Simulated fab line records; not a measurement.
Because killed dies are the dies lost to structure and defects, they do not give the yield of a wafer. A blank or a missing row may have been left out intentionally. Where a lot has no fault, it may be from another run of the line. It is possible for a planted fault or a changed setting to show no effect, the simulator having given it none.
Which tool was responsible? || flow rit_cmos || 18 wafers from 6 lots sampled at 2 of the route's 202 steps

== WHAT THE GAUGES SHOWED, per wafer ==
RIT_NWELL_OVL_MEAS_06.
{"lot": "L730", "measured": "day 2 03:21", "on": "overlay-02", "NWELL_OVL (nm)": "0.8 1.6 0.0"}
{"lot": "L739", "measured": "day 4 00:46", "on": "overlay-01", "NWELL_OVL (nm)": "0.6 -0.8 -1.1"}
{"lot": "L744", "measured": "day 5 01:46", "on": "overlay-02", "NWELL_OVL (nm)": "1.5 1.5 1.8"}
{"lot": "L746", "measured": "day 5 12:23", "on": "overlay-02", "NWELL_OVL (nm)": "-0.1 -0.3 -1.1"}
{"lot": "L748", "measured": "day 5 22:23", "on": "overlay-02", "NWELL_OVL (nm)": "-3.0 -0.4 -2.1"}
{"lot": "L750", "measured": "day 6 07:46", "on": "overlay-02", "NWELL_OVL (nm)": "-2.0 -0.8 -0.5"}

== EACH LOT AND THE TOOL THAT RAN IT (in order: tool; ch and the chambers of the sampled wafers; start) ==
{"lot": "L730", "RIT_NWELL_EXPOSE_03": "iline_stepper-02 ch 0, day 2 02:57"}
{"lot": "L739", "RIT_NWELL_EXPOSE_03": "iline_stepper-02 ch 0, day 4 00:22"}
{"lot": "L744", "RIT_NWELL_EXPOSE_03": "iline_stepper-02 ch 0, day 5 01:22"}
{"lot": "L746", "RIT_NWELL_EXPOSE_03": "iline_stepper-01 ch 0, day 5 11:59"}
{"lot": "L748", "RIT_NWELL_EXPOSE_03": "iline_stepper-01 ch 0, day 5 21:57"}
{"lot": "L750", "RIT_NWELL_EXPOSE_03": "iline_stepper-02 ch 0, day 6 07:20"}
- RIT_NWELL_EXPOSE_03: exposes mask M2, target cd 43900 nm.

== THE ANSWER, worked out from the rows above alone ==
Rule: the usual values come from the lots themselves. Put in order of their means at a reading, lots are off if they are a third of the lots or fewer, leave a main group of 4 or more, and stand apart from it by a gap of 3 or more times the standard deviation of the main group's means; of several such gaps the widest counts. A main group is skipped when, at the precision printed for the reading in the tables above, its means are all equal. A lot without any number at a reading at which 4 lots or more have one is off too. Where the step has rows for the other lots, those lots are counted as sound.
No lot is off on any of the readings shown, so nothing can be concluded from this.

== WHAT HAD BEEN PUT IN BY THE SIMULATOR ==
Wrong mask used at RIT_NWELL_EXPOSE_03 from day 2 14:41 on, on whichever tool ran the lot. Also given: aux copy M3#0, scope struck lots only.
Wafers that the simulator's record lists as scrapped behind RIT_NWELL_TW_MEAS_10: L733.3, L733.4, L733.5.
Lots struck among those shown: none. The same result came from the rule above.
